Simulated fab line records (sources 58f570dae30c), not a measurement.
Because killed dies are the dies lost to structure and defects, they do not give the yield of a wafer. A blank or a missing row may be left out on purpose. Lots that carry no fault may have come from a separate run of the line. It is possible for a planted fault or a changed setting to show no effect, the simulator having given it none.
fab line records    flow berkeley_cmos170    part 1 of 2: steps 1 to 32 of 42
record: lots: 5  wafers: 15  last_day: 11
route steps=331 shown V1@257 M2@271 V2@292
lots untouched by any fault: they come from a run of this same line in which no faults occurred
start_h: hours from the record's opening day to when the first of the lot's shown wafers began    wait_h: hours from the lot's prior step to this one    " the same as in the row above    L1.1+2: several wafers, shown together as one row    - either no value or no given start    * or withheld: withheld    < > ~ a bound
route shown NAME@n: names a module that has steps shown in the file, with the first one's number in the route    usual: average and standard deviation across the fault-free wafers    same: alike in all rows    chamber/n: place in a boat    sites: the reading at each site    _std_site: the values' standard deviation    _edge_site: the outer-site mean with the inner-site mean subtracted    radius_mm: how far each site lies from the wafer's centre    mask NAME#n: copy n    behind: the tool/chamber that last shaped the wafer    hold: cause of the lot's hold/its duration in hours/its outcome    device: transistor that didn't switch, given as n, p or np    end of line: the same wafers' tests at the end of the route    a step given without rows: its recipe and nothing more    killed: count of dies lost to structure and defects at first sort (not the wafer's yield)    map: per-die view of a wafer (x killed, . not killed, _ where there is no die)
set.NAME: the setting as run; set.NAME@STEP: as run at that earlier step    model.NAME: the simulator's own value behind a step, which no gauge read
certain route steps with their lots: each step a table, each wafer a row
services: the hour from which a tool's chamber was out of use, counted from the record's first day as start_h (under 0 if before that day), plus the number of hours and why
== steps ==
step: UCB170_V1_BOW_MEAS_03
recipe: mode: bow
usual: V1_BOW: 19/6.8
lot.wafer  tool           chamber  start_h  wait_h  V1_BOW[um]
L074.1     film_metro-04  -        145.95   0.2     19
L074.4     "              -        "        "       24
L074.5     "              -        "        "       21
L080.1     film_metro-01  -        182.05   0.2     20
L080.5     "              -        "        "       9
L080.6     "              -        "        "       14
L087.1     film_metro-01  -        221.21   0.1     7
L087.4     "              -        "        "       31
L087.6     "              -        "        "       10
L096.2     film_metro-01  -        252.10   0.1     28
L096.3     "              -        "        "       23
L096.5     "              -        "        "       19
L095.1     film_metro-02  -        254.46   0.2     19
L095.2     "              -        "        "       19
L095.3     "              -        "        "       10
step: UCB170_V1_THK_MEAS_04
recipe: reads: SiO2_of_V1_CVD_00
usual: V1_POLISHED_THK: 1000.4/1
lot.wafer  tool           chamber  start_h  wait_h  V1_POLISHED_THK[nm]
L074.1     film_metro-04  -        146.07   0.1     1000.5
L074.4     "              -        "        "       999.8
L074.5     "              -        "        "       1000.6
L080.1     film_metro-01  -        182.17   0.1     1000.6
L080.5     "              -        "        "       1001.5
L080.6     "              -        "        "       1000.6
L087.1     film_metro-01  -        221.33   0.1     1001.6
L087.4     "              -        "        "       999.6
L087.6     "              -        "        "       999.6
L096.2     film_metro-01  -        252.21   0.1     1001.0
L096.3     "              -        "        "       1000.0
L096.5     "              -        "        "       999.2
L095.1     film_metro-02  -        254.58   0.1     998.8
L095.2     "              -        "        "       999.0
L095.3     "              -        "        "       1001.4
step: UCB170_V1_CLEAN_05
recipe: chemistry: DIW
lot.wafer   tool          chamber  start_h  wait_h
L074.1+4+5  wet_bench-02  0        146.34   0.3
L080.1+5+6  wet_bench-03  3        182.23   0.1
L087.1+4+6  wet_bench-01  0        222.06   0.7
L096.2+3+5  wet_bench-03  3        252.76   0.5
L095.1+2+3  wet_bench-02  3        254.64   0.1
step: UCB170_V1_HMDS_06
recipe: prime_time_s: 60  prime_temp_c: 100
lot.wafer   tool            chamber  start_h  wait_h
L074.1+4+5  litho_track-02  0        147.27   0.6
L080.1+5+6  litho_track-03  0        182.55   0.1
L087.1+4+6  litho_track-04  0        222.23   0.0
L096.2+3+5  litho_track-02  0        252.99   0.1
L095.1+2+3  litho_track-04  0        254.81   0.0
step: UCB170_V1_COAT_07
recipe: resist: KrF  spin_rpm: 1500  resist_thk_nm: 900
lot.wafer   tool            chamber  start_h  wait_h
L074.1+4+5  litho_track-02  0        147.42   0.1
L080.1+5+6  litho_track-03  0        182.70   0.1
L087.1+4+6  litho_track-04  0        222.38   0.1
L096.2+3+5  litho_track-02  0        253.14   0.1
L095.1+2+3  litho_track-04  0        254.96   0.1
step: UCB170_V1_SOFTBAKE_08
recipe: resist: KrF  temp_c: 130  time_s: 60
lot.wafer   tool            chamber  start_h  wait_h
L074.1+4+5  litho_track-02  0        147.57   0.1
L080.1+5+6  litho_track-03  0        182.85   0.1
L087.1+4+6  litho_track-04  0        222.53   0.1
L096.2+3+5  litho_track-02  0        253.29   0.1
L095.1+2+3  litho_track-04  0        255.11   0.1
step: UCB170_V1_EXPOSE_09
recipe: mask_id: VIA1  target_cd_nm: 700  na: 0.5  sigma_outer: 0.6  source_shape: conventional  dose_mj: 37
usual: stage_vel_mm_s: 500.06/0.22
lot.wafer  tool            chamber  start_h  wait_h  mask    stage_vel_mm_s
L074.1     krf_scanner-02  0        147.90   0.3     VIA1#0  499.93
L074.4     "               0        "        "       VIA1#0  499.73
L074.5     "               0        "        "       VIA1#0  499.97
L080.1     krf_scanner-02  0        183.15   0.3     VIA1#0  499.52
L080.5     "               0        "        "       VIA1#0  500.16
L080.6     "               0        "        "       VIA1#0  499.97
L087.1     krf_scanner-01  0        222.68   0.1     VIA1#0  500.44
L087.4     "               0        "        "       VIA1#0  500.01
L087.6     "               0        "        "       VIA1#0  500.07
L096.2     krf_scanner-01  0        253.78   0.5     VIA1#0  500.22
L096.3     "               0        "        "       VIA1#0  500.16
L096.5     "               0        "        "       VIA1#0  500.01
L095.1     krf_scanner-02  0        255.39   0.2     VIA1#0  499.86
L095.2     "               0        "        "       VIA1#0  500.19
L095.3     "               0        "        "       VIA1#0  500.08
step: UCB170_V1_PEB_10
recipe: peb_temp_c: 130  peb_time_s: withheld  resist: KrF
lot.wafer   tool            chamber  start_h  wait_h
L074.1+4+5  litho_track-04  0        148.39   0.5
L080.1+5+6  litho_track-03  0        183.43   0.3
L087.1+4+6  litho_track-02  0        222.80   0.1
L096.2+3+5  litho_track-04  0        253.91   0.1
L095.1+2+3  litho_track-04  0        255.71   0.3
step: UCB170_V1_DEVELOP_11
recipe: developer: TMAH  develop_time_s: 45  resist: KrF  dev_temp_c: 21
lot.wafer   tool            chamber  start_h  wait_h
L074.1+4+5  litho_track-04  0        -        -
L080.1+5+6  litho_track-03  0        -        -
L087.1+4+6  litho_track-02  0        -        -
L096.2+3+5  litho_track-04  0        -        -
L095.1+2+3  litho_track-04  0        -        -
step: UCB170_V1_CD_MEAS_12
recipe: target_cd_nm: 700
usual: cd_nm: 699.9/1.3
lot.wafer  tool       chamber  start_h  wait_h  cd_nm
L074.1     cd_sem-01  -        148.67   -       700.1
L074.4     "          -        "        "       699.1
L074.5     "          -        "        "       699.5
L080.1     cd_sem-01  -        183.79   -       701.1
L080.5     "          -        "        "       700.8
L080.6     "          -        "        "       701.7
L087.1     cd_sem-02  -        223.07   -       701.2
L087.4     "          -        "        "       700.3
L087.6     "          -        "        "       700.0
L096.2     cd_sem-01  -        254.18   -       700.6
L096.3     "          -        "        "       700.0
L096.5     "          -        "        "       700.4
L095.1     cd_sem-01  -        255.99   -       702.5
L095.2     "          -        "        "       701.5
L095.3     "          -        "        "       701.3
step: UCB170_V1_OVL_MEAS_13
usual: V1_OVL: 4/5
lot.wafer  tool        chamber  start_h  wait_h  V1_OVL[nm]
L074.1     overlay-02  -        148.79   0.1     -11
L074.4     "           -        "        "       -1
L074.5     "           -        "        "       -8
L080.1     overlay-01  -        183.91   0.1     -1
L080.5     "           -        "        "       1
L080.6     "           -        "        "       5
L087.1     overlay-02  -        223.19   0.1     0
L087.4     "           -        "        "       7
L087.6     "           -        "        "       3
L096.2     overlay-02  -        254.28   0.1     11
L096.3     "           -        "        "       9
L096.5     "           -        "        "       -2
L095.1     overlay-02  -        256.11   0.1     1
L095.2     "           -        "        "       6
L095.3     "           -        "        "       5
step: UCB170_V1_ETCH_14
recipe: chemistry: CHF3/CF4/Ar  target: SiO2  stop_on: Al  CHF3_flow_sccm: 45  cf4_flow_sccm: 15  Ar_flow_sccm: 150  pressure_mtorr: 200  rf_w: 700  target_depth_a: 12500  over_etch_frac: 0.25  time_s: 291
usual: drypump_motor_current_A: 5.6/0.36  oes_product_au: 0.880/0.013  throttle_valve_pct: 6.95/0.14
lot.wafer  tool         chamber  start_h  wait_h  drypump_motor_current_A  oes_product_au  rf_hours_counter_h  throttle_valve_pct
L074.1     rie_diel-03  1        148.83   0.0     5.7                      0.892           18                  6.79
L074.4     "            2        "        "       5.0                      0.869           133                 6.75
L074.5     "            2        "        "       5.0                      0.876           -                   6.74
L080.1     rie_diel-01  0        183.95   0.0     5.7                      0.894           55                  7.17
L080.5     "            2        "        "       5.4                      0.877           -                   6.94
L080.6     "            0        "        "       5.7                      0.889           -                   7.19
L087.1     rie_diel-03  2        223.23   0.0     5.0                      0.866           137                 6.74
L087.4     "            0        "        "       5.2                      0.857           24                  6.84
L087.6     "            1        "        "       5.7                      0.896           -                   6.81
L096.2     rie_diel-01  2        254.31   0.0     5.5                      0.877           98                  6.96
L096.3     "            1        "        "       5.7                      0.856           54                  6.95
L096.5     "            2        "        "       5.5                      0.883           -                   6.94
L095.1     rie_diel-04  3        256.15   0.0     5.8                      0.884           48                  6.93
L095.2     "            0        "        "       5.5                      0.901           100                 7.14
L095.3     "            2        "        "       6.3                      0.885           125                 6.77
step: UCB170_V1_STRIP_15
recipe: chemistry: O2  power_w: 400  pressure_mtorr: 3500  platen_temp_c: withheld  o2_flow_sccm: 400  overash_fraction: 0.5
usual: drypump_motor_current_A: 5.63/0.27  oes_product_au: 0.722/0.0044  strip_time_to_endpoint_s: 15.29/0.12
lot.wafer  tool             chamber  start_h  wait_h  drypump_motor_current_A  oes_product_au  rf_hours_counter_h  strip_time_to_endpoint_s
L074.1     plasma_asher-02  0        149.00   0.1     5.71                     0.717           46                  15.32
L074.4     "                1        "        "       5.98                     0.721           -                   15.47
L074.5     "                1        "        "       5.98                     0.724           -                   15.43
L080.1     plasma_asher-04  1        184.13   0.1     5.36                     0.723           7                   15.27
L080.5     "                1        "        "       5.34                     0.724           -                   15.35
L080.6     "                0        "        "       5.33                     0.720           -                   15.35
L087.1     plasma_asher-04  0        223.41   0.1     5.37                     0.734           11                  15.37
L087.4     "                0        "        "       5.37                     0.726           -                   15.27
L087.6     "                0        "        "       5.35                     0.726           -                   15.30
L096.2     plasma_asher-01  1        254.49   0.1     6.07                     0.721           44                  15.21
L096.3     "                1        "        "       6.00                     0.726           -                   15.25
L096.5     "                0        "        "       5.54                     0.724           -                   15.18
L095.1     plasma_asher-01  0        256.32   0.1     5.57                     0.710           45                  15.12
L095.2     "                1        "        "       6.02                     0.728           45                  15.25
L095.3     "                1        "        "       6.01                     0.721           -                   15.33
step: UCB170_V1_CD_MEAS_90
recipe: target_cd_nm: 700
usual: cd_nm: 700.0/1.4
lot.wafer  tool       chamber  start_h  wait_h  cd_nm
L074.1     cd_sem-02  -        149.10   0.1     702.0
L074.4     "          -        "        "       699.6
L074.5     "          -        "        "       699.5
L080.1     cd_sem-01  -        184.39   0.2     700.2
L080.5     "          -        "        "       701.3
L080.6     "          -        "        "       700.7
L087.1     cd_sem-02  -        223.51   0.1     701.4
L087.4     "          -        "        "       700.8
L087.6     "          -        "        "       701.7
L096.2     cd_sem-01  -        254.61   0.1     701.1
L096.3     "          -        "        "       700.7
L096.5     "          -        "        "       700.5
L095.1     cd_sem-01  -        256.42   0.1     702.7
L095.2     "          -        "        "       701.5
L095.3     "          -        "        "       700.6
step: UCB170_M2_PRE_CLEAN_00
recipe: gas: Ar  preclean_etch_time_s: 60
lot.wafer   tool            chamber  start_h  wait_h
L074.1+4+5  pvd_sputter-03  -        149.22   0.1
L080.1+5+6  pvd_sputter-03  -        184.51   0.1
L087.1+4+6  pvd_sputter-03  -        223.63   0.1
L096.2+3+5  pvd_sputter-01  -        254.71   0.1
L095.1+2+3  pvd_sputter-02  -        256.54   0.1
step: UCB170_M2_SPUTTER_01
recipe: material: Al  target_thk_nm: 900  time_s: 117.5  power_w: 6000  chamber_pressure_pa: 0.5
usual: throttle_valve_pct: 30.5/0.52
lot.wafer  tool            chamber  start_h  wait_h  throttle_valve_pct
L074.1     pvd_sputter-03  -        149.29   0.0     31.6
L074.4     "               -        "        "       30.9
L074.5     "               -        "        "       31.8
L080.1     pvd_sputter-03  -        184.58   0.0     30.8
L080.5     "               -        "        "       30.9
L080.6     "               -        "        "       30.4
L087.1     pvd_sputter-03  -        223.69   0.0     31.6
L087.4     "               -        "        "       30.4
L087.6     "               -        "        "       30.6
L096.2     pvd_sputter-01  -        254.78   0.0     30.2
L096.3     "               -        "        "       29.7
L096.5     "               -        "        "       30.8
L095.1     pvd_sputter-02  -        256.61   0.0     30.9
L095.2     "               -        "        "       31.0
L095.3     "               -        "        "       30.9
step: UCB170_M2_RS_MEAS_02
recipe: thk_meas_gauge: four-point-probe  reads: Al_of_M2_SPUTTER_01
usual: M2_AL_RS: 0.0330/0.00038
lot.wafer  tool           chamber  start_h  wait_h  M2_AL_RS[ohm/sq]
L074.1     film_metro-04  -        149.37   0.0     0.0330
L074.4     "              -        "        "       0.0329
L074.5     "              -        "        "       0.0330
L080.1     film_metro-02  -        184.66   0.0     0.0330
L080.5     "              -        "        "       0.0331
L080.6     "              -        "        "       0.0330
L087.1     film_metro-04  -        223.78   0.0     0.0326
L087.4     "              -        "        "       0.0328
L087.6     "              -        "        "       0.0327
L096.2     film_metro-04  -        254.88   0.1     0.0326
L096.3     "              -        "        "       0.0329
L096.5     "              -        "        "       0.0329
L095.1     film_metro-02  -        256.69   0.0     0.0331
L095.2     "              -        "        "       0.0335
L095.3     "              -        "        "       0.0332
step: UCB170_M2_THK_MEAS_03
recipe: thk_meas_gauge: xrf  reads: Al_of_M2_SPUTTER_01
usual: M2_AL_THK: 866/11
lot.wafer  tool           chamber  start_h  wait_h  M2_AL_THK[nm]
L074.1     film_metro-04  -        149.49   0.1     865
L074.4     "              -        "        "       872
L074.5     "              -        "        "       862
L080.1     film_metro-02  -        184.78   0.1     860
L080.5     "              -        "        "       858
L080.6     "              -        "        "       862
L087.1     film_metro-04  -        223.90   0.1     875
L087.4     "              -        "        "       868
L087.6     "              -        "        "       874
L096.2     film_metro-04  -        254.99   0.1     875
L096.3     "              -        "        "       867
L096.5     "              -        "        "       870
L095.1     film_metro-02  -        256.81   0.1     862
L095.2     "              -        "        "       856
L095.3     "              -        "        "       861
step: UCB170_M2_HMDS_04
recipe: prime_time_s: 60  prime_temp_c: 100
lot.wafer   tool            chamber  start_h  wait_h
L074.1+4+5  litho_track-02  0        150.07   0.6
L080.1+5+6  litho_track-02  0        185.38   0.6
L087.1+4+6  litho_track-03  0        223.96   0.1
L096.2+3+5  litho_track-03  0        255.07   0.1
L095.1+2+3  litho_track-02  0        256.87   0.1
step: UCB170_M2_COAT_05
recipe: resist: KrF  spin_rpm: 1500  resist_thk_nm: 900
lot.wafer   tool            chamber  start_h  wait_h
L074.1+4+5  litho_track-02  0        150.22   0.1
L080.1+5+6  litho_track-02  0        185.53   0.1
L087.1+4+6  litho_track-03  0        224.11   0.1
L096.2+3+5  litho_track-03  0        255.22   0.1
L095.1+2+3  litho_track-02  0        257.02   0.1
step: UCB170_M2_SOFTBAKE_06
recipe: resist: KrF  temp_c: 130  time_s: 60
lot.wafer   tool            chamber  start_h  wait_h
L074.1+4+5  litho_track-02  0        150.37   0.1
L080.1+5+6  litho_track-02  0        185.68   0.1
L087.1+4+6  litho_track-03  0        224.26   0.1
L096.2+3+5  litho_track-03  0        255.37   0.1
L095.1+2+3  litho_track-02  0        257.17   0.1
step: UCB170_M2_STRIP_07
recipe: chemistry: O2  power_w: 400  pressure_mtorr: 3500  platen_temp_c: withheld  o2_flow_sccm: 400  overash_fraction: 0.5
usual: drypump_motor_current_A: 5.6/0.33  oes_product_au: 0.734/0.0047  strip_time_to_endpoint_s: 22.00/0.065
lot.wafer  tool             chamber  start_h  wait_h  drypump_motor_current_A  oes_product_au  rf_hours_counter_h  strip_time_to_endpoint_s
L074.1     plasma_asher-03  0        150.52   0.1     5.1                      0.733           47                  21.87
L074.4     "                0        "        "       5.1                      0.728           -                   21.91
L074.5     "                0        "        "       5.1                      0.726           -                   21.90
L080.1     plasma_asher-02  1        185.83   0.1     6.0                      0.739           50                  22.03
L080.5     "                1        "        "       6.0                      0.735           -                   21.96
L080.6     "                0        "        "       5.7                      0.737           -                   22.01
L087.1     plasma_asher-04  0        224.41   0.1     5.4                      0.732           11                  22.00
L087.4     "                0        "        "       5.4                      0.732           -                   22.03
L087.6     "                0        "        "       5.4                      0.730           -                   22.01
L096.2     plasma_asher-04  1        255.49   0.1     5.3                      0.736           16                  22.04
L096.3     "                0        "        "       5.4                      0.722           -                   21.99
L096.5     "                1        "        "       5.3                      0.733           -                   21.92
L095.1     plasma_asher-04  1        257.32   0.1     5.4                      0.731           16                  22.05
L095.2     "                0        "        "       5.3                      0.731           16                  22.11
L095.3     "                0        "        "       5.4                      0.733           -                   22.01
step: UCB170_M2_STRIP_08
recipe: chemistry: DMSO  temp_c: 80  time_s: 600  material: KrF
lot.wafer   tool          chamber  start_h  wait_h
L074.1+4+5  wet_bench-04  3        150.62   0.1
L080.1+5+6  wet_bench-01  1        185.93   0.1
L087.1+4+6  wet_bench-04  0        224.51   0.1
L096.2+3+5  wet_bench-01  1        255.59   0.1
L095.1+2+3  wet_bench-03  0        257.42   0.1
step: UCB170_M2_COAT_09
recipe: resist: BARC  temp_c: withheld  time_s: withheld  spin_rpm: 3000  resist_thk_nm: withheld
lot.wafer   tool            chamber  start_h  wait_h
L074.1+4+5  litho_track-02  0        150.97   0.2
L080.1+5+6  litho_track-02  0        187.10   1.0
L087.1+4+6  litho_track-03  0        224.94   0.2
L096.2+3+5  litho_track-02  0        255.83   0.1
L095.1+2+3  litho_track-03  0        257.62   0.0
step: UCB170_M2_COAT_10
recipe: resist: KrF  spin_rpm: 1500  resist_thk_nm: 900
lot.wafer   tool            chamber  start_h  wait_h
L074.1+4+5  litho_track-02  0        -        -
L080.1+5+6  litho_track-02  0        -        -
L087.1+4+6  litho_track-03  0        -        -
L096.2+3+5  litho_track-02  0        -        -
L095.1+2+3  litho_track-03  0        -        -
step: UCB170_M2_SOFTBAKE_11
recipe: resist: KrF  temp_c: 130  time_s: 60
lot.wafer   tool            chamber  start_h  wait_h
L074.1+4+5  litho_track-02  0        -        -
L080.1+5+6  litho_track-02  0        -        -
L087.1+4+6  litho_track-03  0        -        -
L096.2+3+5  litho_track-02  0        -        -
L095.1+2+3  litho_track-03  0        -        -
step: UCB170_M2_EXPOSE_12
recipe: mask_id: METAL2  target_cd_nm: 700  na: 0.5  sigma_outer: 0.6  source_shape: conventional  dose_mj: 26
usual: stage_vel_mm_s: 499.98/0.26
lot.wafer  tool            chamber  start_h  wait_h  mask      stage_vel_mm_s
L074.1     krf_scanner-01  0        151.42   -       METAL2#0  499.73
L074.4     "               0        "        "       METAL2#0  499.80
L074.5     "               0        "        "       METAL2#0  500.06
L080.1     krf_scanner-02  0        187.68   -       METAL2#0  499.72
L080.5     "               0        "        "       METAL2#0  499.51
L080.6     "               0        "        "       METAL2#0  499.84
L087.1     krf_scanner-01  0        225.41   -       METAL2#0  499.84
L087.4     "               0        "        "       METAL2#0  499.94
L087.6     "               0        "        "       METAL2#0  500.12
L096.2     krf_scanner-01  0        256.63   -       METAL2#0  500.16
L096.3     "               0        "        "       METAL2#0  500.30
L096.5     "               0        "        "       METAL2#0  500.48
L095.1     krf_scanner-02  0        258.19   -       METAL2#0  500.06
L095.2     "               0        "        "       METAL2#0  500.26
L095.3     "               0        "        "       METAL2#0  499.90
step: UCB170_M2_PEB_13
recipe: peb_temp_c: 130  peb_time_s: withheld  resist: KrF
lot.wafer   tool            chamber  start_h  wait_h
L074.1+4+5  litho_track-02  0        151.87   0.4
L080.1+5+6  litho_track-01  0        188.61   0.9
L087.1+4+6  litho_track-01  0        226.14   0.7
L096.2+3+5  litho_track-03  0        256.75   0.1
L095.1+2+3  litho_track-01  0        258.31   0.1
step: UCB170_M2_DEVELOP_14
recipe: developer: TMAH  develop_time_s: 45  resist: KrF  dev_temp_c: 21
lot.wafer   tool            chamber  start_h  wait_h
L074.1+4+5  litho_track-02  0        -        -
L080.1+5+6  litho_track-01  0        -        -
L087.1+4+6  litho_track-01  0        -        -
L096.2+3+5  litho_track-03  0        -        -
L095.1+2+3  litho_track-01  0        -        -
step: UCB170_M2_CD_MEAS_15
recipe: target_cd_nm: 700
usual: cd_nm: 700.2/1.5
lot.wafer  tool       chamber  start_h  wait_h  cd_nm
L074.1     cd_sem-02  -        152.14   -       699.1
L074.4     "          -        "        "       699.7
L074.5     "          -        "        "       700.9
L080.1     cd_sem-01  -        188.88   -       699.0
L080.5     "          -        "        "       697.7
L080.6     "          -        "        "       700.7
L087.1     cd_sem-01  -        226.41   -       700.5
L087.4     "          -        "        "       700.7
L087.6     "          -        "        "       700.8
L096.2     cd_sem-01  -        257.02   -       700.4
L096.3     "          -        "        "       700.5
L096.5     "          -        "        "       700.8
L095.1     cd_sem-01  -        258.59   -       699.2
L095.2     "          -        "        "       698.7
L095.3     "          -        "        "       698.1
step: UCB170_M2_OVL_MEAS_16
usual: M2_OVL: -1/5.6
lot.wafer  tool        chamber  start_h  wait_h  M2_OVL[nm]
L074.1     overlay-01  -        152.26   0.1     5
L074.4     "           -        "        "       -3
L074.5     "           -        "        "       -4
L080.1     overlay-01  -        189.00   0.1     -4
L080.5     "           -        "        "       -12
L080.6     "           -        "        "       -7
L087.1     overlay-01  -        226.53   0.1     -5
L087.4     "           -        "        "       1
L087.6     "           -        "        "       5
L096.2     overlay-02  -        257.13   0.1     -4
L096.3     "           -        "        "       1
L096.5     "           -        "        "       -5
L095.1     overlay-01  -        258.71   0.1     1
L095.2     "           -        "        "       3
L095.3     "           -        "        "       2
step: UCB170_M2_ETCH_17
recipe: chemistry: N2/H2  target_depth_a: withheld  overetch_a: withheld  target: BARC  time_s: withheld  source_w: 500  bias_w: 100  pressure_mtorr: 31.11  n2_flow_sccm: 100  h2_flow_sccm: 200
usual: drypump_motor_current_A: 5.7/0.32  oes_product_au: 1.014/0.023  throttle_valve_pct: 13.05/0.2
lot.wafer  tool         chamber  start_h  wait_h  drypump_motor_current_A  oes_product_au  throttle_valve_pct
L074.1     rie_diel-01  1        152.30   0.0     5.7                      0.985           12.93
L074.4     "            3        "        "       6.0                      1.004           13.17
L074.5     "            0        "        "       5.7                      1.033           13.38
L080.1     rie_diel-01  2        189.04   0.0     5.5                      1.021           12.96
L080.5     "            0        "        "       5.7                      1.026           13.36
L080.6     "            3        "        "       6.0                      0.989           13.16
L087.1     rie_diel-02  1        226.57   0.0     5.4                      1.012           12.81
L087.4     "            2        "        "       5.7                      0.984           13.20
L087.6     "            1        "        "       5.3                      1.017           12.79
L096.2     rie_diel-02  1        257.16   0.0     5.3                      1.015           12.80
L096.3     "            2        "        "       5.7                      0.982           13.21
L096.5     "            3        "        "       5.7                      0.987           12.94
L095.1     rie_diel-04  0        258.74   0.0     5.6                      1.052           13.35
L095.2     "            2        "        "       6.3                      1.042           12.75
L095.3     "            3        "        "       5.9                      1.044           12.95
